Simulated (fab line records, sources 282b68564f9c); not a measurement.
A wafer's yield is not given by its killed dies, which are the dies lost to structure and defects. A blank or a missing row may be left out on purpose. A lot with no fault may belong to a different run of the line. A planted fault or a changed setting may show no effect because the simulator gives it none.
Which tool is to blame? -- flow rit_cmos -- Sampling: 15 lots, 45 wafers, 2 of 202 route steps

WHAT THE GAUGES SHOWED, per wafer
The record holds no reading of a measuring or inspecting step that can be judged against a usual standard deviation.

EACH LOT AND THE TOOL THAT RAN IT (in order: tool; ch and the chambers of the sampled wafers; start)
lot,RIT_CONTACT_CLEAN_13,RIT_M1_PROBE_99
L317,"wet_bench-02 ch 3, day 3 04:35","prober-02, day 3 09:01"
L319,"wet_bench-02 ch 1, day 3 17:33","prober-02, day 4 01:31"
L321,"wet_bench-02 ch 2, day 4 00:37","prober-01, day 4 05:07"
L322,"wet_bench-01 ch 2, day 4 10:22","prober-02, day 4 14:44"
L323,"wet_bench-02 ch 0, day 4 11:46","prober-01, day 4 16:18"
L324,"wet_bench-02 ch 1, day 4 15:49","prober-02, day 4 20:22"
L326,"wet_bench-01 ch 1, day 5 00:38","prober-02, day 5 10:37"
L331,"wet_bench-03 ch 1, day 6 08:03","prober-01, day 6 12:25"
L333,"wet_bench-03 ch 1, day 6 15:23","prober-01, day 6 20:12"
L334,"wet_bench-02 ch 3, day 6 21:44","prober-02, day 7 04:20"
L335,"wet_bench-01 ch 0, day 7 01:33","prober-01, day 7 06:02"
L336,"wet_bench-02 ch 1, day 7 06:08","prober-02, day 7 11:38"
L337,"wet_bench-02 ch 0, day 7 12:11","prober-01, day 7 16:47"
L338,"wet_bench-01 ch 3, day 7 15:39","prober-02, day 7 20:20"
L340,"wet_bench-03 ch 0, day 8 02:38","prober-02, day 8 07:38"
- RIT_CONTACT_CLEAN_13: cleans in SC1, time 600 s.
- RIT_M1_PROBE_99

WHAT THE TOOLS THEMSELVES READ (means of the sampled wafers that have a number; where no wafer has one, the mark that the record gives instead)
RIT_CONTACT_CLEAN_13. Usual: run_length_s reads 627 s (standard deviation 3.2).
lot,tool,run_length_s (s),flag
L317,wet_bench-02,627,
L319,wet_bench-02,626,
L321,wet_bench-02,721,OFF
L322,wet_bench-01,625,
L323,wet_bench-02,722,OFF
L324,wet_bench-02,730,OFF
L326,wet_bench-01,626,
L331,wet_bench-03,623,
L333,wet_bench-03,624,
L334,wet_bench-02,625,
L335,wet_bench-01,635,
L336,wet_bench-02,626,
L337,wet_bench-02,627,
L338,wet_bench-01,625,
L340,wet_bench-03,629,

RIT_M1_PROBE_99. Usual: killed_at_contacts 0.1, standard deviation 0.31; killed_at_front_end 7, standard deviation 3.3; killed_dies 7, standard deviation 3.3; killed_open 3.4, standard deviation 2.2; killed_short 3.5, standard deviation 2.
lot,tool,killed_at_contacts,killed_at_front_end,killed_dies,killed_open,killed_short,flag
L317,prober-02,0.0,5,5,3.3,2.0,
L319,prober-02,0.0,8,8,3.0,5.0,
L321,prober-01,0.0,6,6,2.3,3.3,
L322,prober-02,0.0,8,8,3.3,5.0,
L323,prober-01,0.0,7,7,5.3,2.0,
L324,prober-02,0.0,8,8,2.7,5.7,
L326,prober-02,0.3,11,11,5.7,5.7,
L331,prober-01,0.0,4,4,3.3,1.0,
L333,prober-01,0.0,4,4,3.0,1.3,
L334,prober-02,0.0,5,5,3.0,2.3,
L335,prober-01,0.0,5,5,2.7,2.7,
L336,prober-02,0.0,5,5,1.3,3.3,
L337,prober-01,0.3,7,7,3.3,3.7,
L338,prober-02,0.0,6,6,2.3,3.7,
L340,prober-02,0.0,6,6,2.0,4.0,

THE ANSWER, worked out from the rows above alone
Rule: a lot is off if the mean of its wafers that have a number lies more than 3 standard deviations from the usual mean. A lot without any number at a reading at which 4 lots or more have one is off too. All remaining lots with rows at the step are treated as sound. First the gauges in route order, then the tools' own readings, where a lot's mean is used as printed above. The first step at which some lot is off is used, and at that step the reading that is off furthest; a lot without a number counts as furthest.
Off: L321, L323, L324 (RIT_CONTACT_CLEAN_13, run_length_s).
A tool fits if, at that step or a process step before it, it ran every lot that is off, and no sound lot after the first of them. Of those tried, none fits.

WHAT THE SIMULATOR HAD PUT IN
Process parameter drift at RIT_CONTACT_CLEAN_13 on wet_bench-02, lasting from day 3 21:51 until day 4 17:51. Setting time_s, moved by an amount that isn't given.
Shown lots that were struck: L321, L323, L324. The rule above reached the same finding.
